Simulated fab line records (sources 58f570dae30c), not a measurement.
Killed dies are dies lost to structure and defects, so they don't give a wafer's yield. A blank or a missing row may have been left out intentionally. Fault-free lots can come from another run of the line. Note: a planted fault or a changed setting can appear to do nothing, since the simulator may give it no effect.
fab line records	flow berkeley-cmos170
[record] lots = 6	wafers = 18	last-day = 11
route steps=331 shown CONTACT@222 M3@331
lots that met no fault: from a run of the same line without faults
start-h: start of the lot's first displayed wafer, in hours after the record's first day	wait-h: hours since the lot's step before	" same as the row above	L1.1+2: a row that stands for several wafers	- value missing, or start not given	* or withheld: withheld	< > ~ a bound
route shown NAME@n: names a module that has steps shown in the file, with the first one's number in the route	usual: mean/standard deviation of fault-free wafers	same: alike in all rows	chamber/n: place in a boat	sites: each site's reading	_std_site: their standard deviation	_edge_site: outer sites' mean less inner sites'	radius-mm: for every site, how far away it sits from the centre of the wafer	mask NAME#n: copy n	behind: tool/chamber where the wafer was last shaped	hold: the reason the lot was held/the length of the hold in hours/how it ended	device: whichever transistor did not switch (one of n, p or np)	end of line: at the end of the route, the tests of the same wafers	where a step has no rows: the recipe by itself	killed: dies lost to structure and defects at the first sort, not the wafer's yield	map: a wafer's dies, x killed, . not, _ none there
set.NAME: the run value of the setting; set.NAME@STEP: its run value at that earlier step	model.NAME: the simulator's own value behind a step, which no gauge read
lots at selected steps of the route; one table per step, one row per wafer
services: a tool's chamber out of use, with start hour (start-h, from the record's first day; less than 0 if before it), hours out, and reason
[[steps]]
[step UCB170_CONTACT_STRIP_06]
[recipe] chemistry = O2	power-w = 400	pressure-mtorr = 3500	platen-temp-c = withheld	o2-flow-sccm = 400	overash-fraction = 0.5
[usual] drypump-motor-current-A = 5.5/0.48	oes-product-au = 0.735/0.0044	strip-time-to-endpoint-s = 21.97/0.062
[same] overash-fraction = 0.5
lot.wafer	tool	chamber	start-h	wait-h	drypump-motor-current-A	oes-product-au	rf-hours-counter-h	strip-time-to-endpoint-s
L876.1	plasma-asher-04	0	143.60	0.1	5.6	0.737	34	21.80
L876.3	"	1	"	"	5.7	0.735	-	21.91
L876.5	"	0	"	"	5.6	0.734	-	21.92
L886.1	plasma-asher-04	0	191.21	0.1	5.6	0.735	40	21.97
L886.2	"	1	"	"	5.7	0.737	40	21.93
L886.6	"	0	"	"	5.6	0.727	-	21.92
L885.3	plasma-asher-02	1	191.37	0.1	4.6	0.733	-	21.93
L885.4	"	0	"	"	5.9	0.736	-	21.91
L885.5	"	1	"	"	4.6	0.729	-	21.99
L889.3	plasma-asher-02	0	210.78	0.1	5.9	0.729	-	21.97
L889.4	"	1	"	"	4.6	0.735	-	21.92
L889.6	"	0	"	"	5.9	0.741	-	21.97
L893.1	plasma-asher-01	0	237.52	0.1	5.8	0.729	54	22.05
L893.2	"	1	"	"	5.6	0.731	54	22.06
L893.6	"	0	"	"	5.8	0.737	-	22.04
L894.3	plasma-asher-02	0	237.55	0.1	5.9	0.740	-	21.92
L894.4	"	1	"	"	4.6	0.735	-	21.85
L894.6	"	1	"	"	4.6	0.731	-	21.91
[step UCB170_CONTACT_CLEAN_07]
[recipe] chemistry = SPM	temp-c = 120	time-s = 600
[step UCB170_CONTACT_RTA_08]
[recipe] temp-c = 900	time-s = 10	ambient = N2
[usual] lamp-power-pct = 25.5/0.4	wafer_temp_C_max = 904.9/1.2
lot.wafer	tool	chamber	start-h	wait-h	lamp-power-pct	wafer_temp_C_max
L876.1	rtp-anneal-02	0	143.88	0.0	25.1	903.1
L876.3	"	0	"	"	25.1	903.2
L876.5	"	0	"	"	25.1	903.8
L886.1	rtp-anneal-02	0	191.48	0.0	25.1	904.1
L886.2	"	0	"	"	25.1	904.7
L886.6	"	0	"	"	25.1	903.6
L885.3	rtp-anneal-02	0	191.68	0.0	25.1	903.5
L885.4	"	0	"	"	25.1	904.8
L885.5	"	0	"	"	25.1	905.0
L889.3	rtp-anneal-02	0	211.05	0.0	25.1	904.1
L889.4	"	0	"	"	25.1	907.6
L889.6	"	0	"	"	25.1	904.5
L893.1	rtp-anneal-02	0	237.79	0.0	25.1	904.4
L893.2	"	0	"	"	25.1	905.4
L893.6	"	0	"	"	25.1	904.2
L894.3	rtp-anneal-01	0	237.81	0.0	25.9	904.7
L894.4	"	0	"	"	25.9	904.9
L894.6	"	0	"	"	26.0	906.1
[step UCB170_CONTACT_COAT_09]
[recipe] resist = BARC	temp-c = withheld	time-s = withheld	spin-rpm = 3000	resist-thk-nm = withheld
[step UCB170_CONTACT_COAT_10]
[recipe] resist = KrF	spin-rpm = 1500	resist-thk-nm = 900
[step UCB170_CONTACT_SOFTBAKE_11]
[recipe] resist = KrF	temp-c = 130	time-s = 60
[step UCB170_CONTACT_EXPOSE_12]
[recipe] mask-id = CONT	target-cd-nm = 700	na = 0.5	sigma-outer = 0.6	source-shape = conventional	dose-mj = 35
[step UCB170_CONTACT_PEB_13]
[recipe] peb-temp-c = 130	peb-time-s = withheld	resist = KrF
[step UCB170_CONTACT_DEVELOP_14]
[recipe] developer = TMAH	develop-time-s = 45	resist = KrF	dev-temp-c = 21
[step UCB170_CONTACT_CD_MEAS_15]
[recipe] target-cd-nm = 700
[usual] cd-nm = 699.9/1.3
lot.wafer	tool	chamber	start-h	wait-h	cd-nm
L876.1	cd-sem-02	-	145.29	-	699.7
L876.3	"	-	"	"	699.5
L876.5	"	-	"	"	699.1
L886.1	cd-sem-01	-	192.82	-	698.1
L886.2	"	-	"	"	698.0
L886.6	"	-	"	"	697.1
L885.3	cd-sem-01	-	193.37	-	700.5
L885.4	"	-	"	"	700.0
L885.5	"	-	"	"	700.9
L889.3	cd-sem-02	-	212.28	-	698.1
L889.4	"	-	"	"	698.2
L889.6	"	-	"	"	698.0
L893.1	cd-sem-01	-	238.70	-	700.7
L893.2	"	-	"	"	701.8
L893.6	"	-	"	"	701.2
L894.3	cd-sem-02	-	239.02	-	699.3
L894.4	"	-	"	"	701.0
L894.6	"	-	"	"	700.9
[step UCB170_CONTACT_OVL_MEAS_16]
[usual] CONTACT_OVL = 1/5.6
lot.wafer	tool	chamber	start-h	wait-h	CONTACT_OVL[nm]
L876.1	overlay-01	-	145.41	0.1	2
L876.3	"	-	"	"	-2
L876.5	"	-	"	"	7
L886.1	overlay-01	-	192.94	0.1	-4
L886.2	"	-	"	"	2
L886.6	"	-	"	"	-1
L885.3	overlay-01	-	193.46	0.1	0
L885.4	"	-	"	"	10
L885.5	"	-	"	"	3
L889.3	overlay-01	-	212.37	0.1	-9
L889.4	"	-	"	"	5
L889.6	"	-	"	"	7
L893.1	overlay-02	-	238.82	0.1	-3
L893.2	"	-	"	"	5
L893.6	"	-	"	"	3
L894.3	overlay-02	-	239.11	0.1	-1
L894.4	"	-	"	"	10
L894.6	"	-	"	"	10
[step UCB170_CONTACT_ETCH_17]
[recipe] chemistry = N2/H2	target-depth-a = withheld	overetch-a = withheld	target = BARC	time-s = withheld	source-w = 500	bias-w = 100	pressure-mtorr = 30	n2-flow-sccm = 100	h2-flow-sccm = 200
[usual] drypump-motor-current-A = 5.7/0.5	oes-product-au = 1.009/0.023	rf-fwd-power-W = 495.1/1.7	throttle-valve-pct = 13.23/0.14
lot.wafer	tool	chamber	start-h	wait-h	drypump-motor-current-A	oes-product-au	rf-fwd-power-W	throttle-valve-pct
L876.1	rie-diel-04	3	145.44	0.0	5.2	1.040	498.3	13.34
L876.3	"	0	"	"	6.4	1.008	493.5	13.18
L876.5	"	0	"	"	6.4	1.004	492.2	13.16
L886.1	rie-diel-03	1	192.97	0.0	4.9	0.984	496.4	13.31
L886.2	"	3	"	"	6.3	1.032	493.6	13.28
L886.6	"	1	"	"	4.9	0.998	495.6	13.34
L885.3	rie-diel-03	3	193.48	0.0	6.3	1.029	492.2	13.27
L885.4	"	1	"	"	4.9	0.981	495.0	13.32
L885.5	"	0	"	"	5.5	1.020	496.3	12.97
L889.3	rie-diel-01	2	212.39	0.0	5.3	1.038	497.9	13.34
L889.4	"	1	"	"	5.9	0.985	495.3	13.01
L889.6	"	2	"	"	5.3	1.060	495.9	13.34
L893.1	rie-diel-01	1	238.86	0.0	5.9	0.987	493.9	13.03
L893.2	"	3	"	"	6.1	1.030	495.1	13.15
L893.6	"	2	"	"	5.3	1.055	495.8	13.36
L894.3	rie-diel-04	0	239.13	0.0	6.4	1.022	492.7	13.21
L894.4	"	1	"	"	5.8	0.993	497.7	13.24
L894.6	"	1	"	"	5.8	0.997	496.2	13.24
[step UCB170_CONTACT_ETCH_18]
[recipe] chemistry = CHF3/CF4/Ar	target = PSG	stop-on = TiSi2	CHF3_flow_sccm = 45	cf4-flow-sccm = 15	Ar_flow_sccm = 150	pressure-mtorr = 200	rf-w = 700	target-depth-a = 8400	over-etch-frac = 0.2	time-s = 195
[usual] CHF3_flow_sccm = 45.00/0.12	drypump-motor-current-A = 5.7/0.5	oes-product-au = 0.898/0.012	rf-fwd-power-W = 697.6/2.2	run-length-s = 223.3/0.44	throttle-valve-pct = 6.87/0.099
lot.wafer	tool	chamber	start-h	wait-h	CHF3_flow_sccm	drypump-motor-current-A	oes-product-au	rf-fwd-power-W	rf-hours-counter-h	run-length-s	throttle-valve-pct	model.KrF_of_CONTACT_COAT_10.thk-nm
L876.1	rie-diel-04	3	145	-	44.85	5.3	0.920	699.3	145	223.0	6.94	692.1
L876.3	"	0	"	"	45.05	6.4	0.897	695.8	162	223.3	6.86	692
L876.5	"	0	"	"	44.96	6.4	0.892	694.8	-	223.5	6.86	689.7
L886.1	rie-diel-03	1	193	-	44.99	4.9	0.989	-	127	194.2	6.97	721.9
L886.2	"	3	"	"	45.04	6.3	1.020	-	25	194.5	6.95	724.3
L886.6	"	1	"	"	44.88	4.9	0.994	-	-	194.1	6.95	720.6
L885.3	rie-diel-03	3	193	-	45.05	6.3	1.011	-	25	194.6	6.97	718
L885.4	"	1	"	"	45.05	4.9	0.979	-	127	194.1	6.96	713.4
L885.5	"	0	"	"	45.17	5.5	1.004	-	-	193.5	6.65	714.5
L889.3	rie-diel-01	2	212	-	45.10	5.3	0.912	699.4	2	223.0	6.90	684.9
L889.4	"	1	"	"	44.84	5.9	0.884	698.1	122	222.9	6.75	688.6
L889.6	"	2	"	"	45.29	5.3	0.919	698.8	-	222.6	6.88	683
L893.1	rie-diel-01	1	238	-	44.98	5.9	0.886	698.8	123	222.8	6.75	689.5
L893.2	"	3	"	"	45.03	6.1	0.909	694.0	61	223.8	6.70	684.7
L893.6	"	2	"	"	44.82	5.3	0.925	698.8	-	223.4	6.89	687.5
L894.3	rie-diel-04	0	239	-	44.91	6.4	0.889	699.0	3	223.5	6.86	687.9
L894.4	"	1	"	"	45.00	5.8	0.893	701.8	26	223.4	6.92	687.5
L894.6	"	1	"	"	44.90	5.8	0.885	698.2	-	223.7	6.93	690.3
[step UCB170_CONTACT_STRIP_19]
[recipe] chemistry = O2	power-w = 400	pressure-mtorr = 3500	platen-temp-c = withheld	o2-flow-sccm = 400	overash-fraction = 0.5
[usual] drypump-motor-current-A = 5.6/0.39	oes-product-au = 0.725/0.0046
[same] overash-fraction = 0.5
lot.wafer	tool	chamber	start-h	wait-h	drypump-motor-current-A	oes-product-au	rf-hours-counter-h
L876.1	plasma-asher-04	1	145.61	-	5.7	0.725	35
L876.3	"	1	"	"	5.7	0.733	-
L876.5	"	0	"	"	5.6	0.725	-
L886.1	plasma-asher-04	1	193.14	-	5.7	0.728	40
L886.2	"	0	"	"	5.6	0.716	40
L886.6	"	0	"	"	5.6	0.716	-
L885.3	plasma-asher-04	0	193.68	-	5.5	0.729	-
L885.4	"	1	"	"	5.7	0.728	-
L885.5	"	0	"	"	5.5	0.732	-
L889.3	plasma-asher-02	0	212.59	-	5.9	0.711	-
L889.4	"	1	"	"	4.6	0.717	-
L889.6	"	1	"	"	4.6	0.728	-
L893.1	plasma-asher-01	0	239.02	-	5.9	0.725	54
L893.2	"	1	"	"	5.6	0.736	54
L893.6	"	1	"	"	5.6	0.723	-
L894.3	plasma-asher-04	0	239.33	-	5.6	0.728	-
L894.4	"	1	"	"	5.7	0.724	-
L894.6	"	0	"	"	5.6	0.725	-
[step UCB170_M3_PROBE_99]
lot.wafer	tool	chamber	start-h	wait-h	model.etest.antenna-contact.vt-shift-v
L876.1	prober-02	-	163.87	0.1	-0.006395
L876.3	prober-02	-	163.97	0.2	-0.0073
L876.5	prober-02	-	164.07	0.2	-0.007732
L886.1	prober-01	-	215.73	0.1	0.001198
L886.2	prober-01	-	215.78	0.1	-0.004495
L886.6	prober-01	-	215.98	0.2	-0.001453
L885.4	prober-02	-	216.47	0.2	-0.004092
L885.5	prober-02	-	216.52	0.2	-0.005693
L889.3	prober-01	-	229.51	0.2	-0.01455
L889.4	prober-01	-	229.56	0.2	-0.01042
L889.6	prober-01	-	229.66	0.2	-0.01011
L893.1	prober-02	-	256.15	0.2	-0.006815
L893.2	prober-02	-	256.20	0.2	-0.008043
L893.6	prober-02	-	256.40	0.3	-0.006382
L894.3	prober-02	-	256.56	0.2	-0.007398
// killed by level:class
L876.1 SACOX:geometric-particle:open=1 GATE:geometric-particle:short=1 GATE:geometric-particle:open=1 CONTACT:geometric-particle:short=1 M1:geometric-particle:open=1 M3:geometric-particle:short=1
L876.3 SCREENOX:geometric-particle:open=2 WELLDRIVE:geometric-particle:short=1 M1:geometric-particle:short=1
L876.5 FIELD:geometric-particle:open=1 SCREENOX:geometric-particle:short=1 SPACER:geometric-particle:short=1 CONTACT:geometric-particle:short=1
L889.3 PWELL:area-etch=7 GATE:geometric-particle:open=2 M2:geometric-particle:short=2 SPACER:geometric-particle:short=1 SILICIDE:geometric-particle:short=1 CONTACT:geometric-particle:open=1 NWELL:area-etch=1
L889.4 GATE:geometric-particle:open=2 SACOX:geometric-particle:short=1 SPACER:geometric-particle:short=1 V1:geometric-particle:open=1
L889.6 SPACER:geometric-particle:short=2 V2:geometric-particle:open=1
L893.1 START:geometric-particle:short=2 SACOX:geometric-particle:open=1 GATE:geometric-particle:open=1
L893.2 ACTIVE:area-etch=6 M2:geometric-particle:short=1 M2:geometric-particle:open=1 V2:geometric-particle:short=1
L893.6 NWELL:area-etch=5 GATE:geometric-particle:short=2 SILICIDE:geometric-particle:open=1 M1:geometric-particle:short=1
L894.3 M3:geometric-particle:short=2 START:geometric-particle:short=1 SPACER:geometric-particle:open=1
[[services]]
tool	chamber	start-h	hours	kind
rie-diel-04	2	123.43	25.7	repair
rie-diel-03	-	133.05	2.8	pm
rie-diel-01	2	136.23	-	clean
rie-diel-01	2	136.23	28.1	scheduled-down
rie-diel-01	2	136.23	28.1	vent-cycle
rie-diel-04	0	149.11	-	clean
rie-diel-04	0	149.11	21.8	scheduled-down
rie-diel-04	0	149.11	21.8	vent-cycle
rie-diel-04	3	196.77	-	clean
rie-diel-04	3	196.77	28.0	scheduled-down
rie-diel-04	3	196.77	28.0	vent-cycle
rtp-anneal-02	-	201.23	5.3	pm
rie-diel-01	2	203.79	6.1	repair
plasma-asher-02	-	233.37	1.1	repair
[[key]]
[first-sign] step = UCB170_CONTACT_ETCH_18	reading = run-length-s	direction = down	sigmas = 67	usual = *	struck = *
[effect] step = UCB170_CONTACT_ETCH_18	reading = oes-product-au	direction = up	sigmas = 8.6	usual = 0.898	struck = 1.000
[model-effect] step = UCB170_CONTACT_ETCH_18	value = KrF_of_CONTACT_COAT_10.thk-nm	without = 689.4	struck = 718.8
[model-effect] step = UCB170_M3_PROBE_99	value = etest.antenna-contact.vt-shift-v	without = -0.009149	struck = -0.002907
met-at UCB170_CONTACT_ETCH_18
struck-wafers L885.3,L885.4,L885.5,L886.1,L886.2,L886.6
sort-left-out L885.3,L885.4,L885.5,L886.1,L886.2,L886.6
tester-left-out L885,L886
[fault] kind = process-parameter-drift	tool = rie-diel-03	chamber = -	onset-h = 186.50	steps = UCB170_CONTACT_ETCH_18	channel = time-s	offset = *	shape = step	end-h = 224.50	acts-in = *	stated = *
// tester-left-out: of these lots the tester's yield and bins aren't shown, on N5 and GAA mostly nor the transistor test; their killed dies are dies lost to structure and defects alone, not to doping, threshold or leakage, so they don't give the yield
// sort-left-out: the simulated sort isn't trusted on such a fault, so these wafers' sort isn't shown, and their yield isn't known
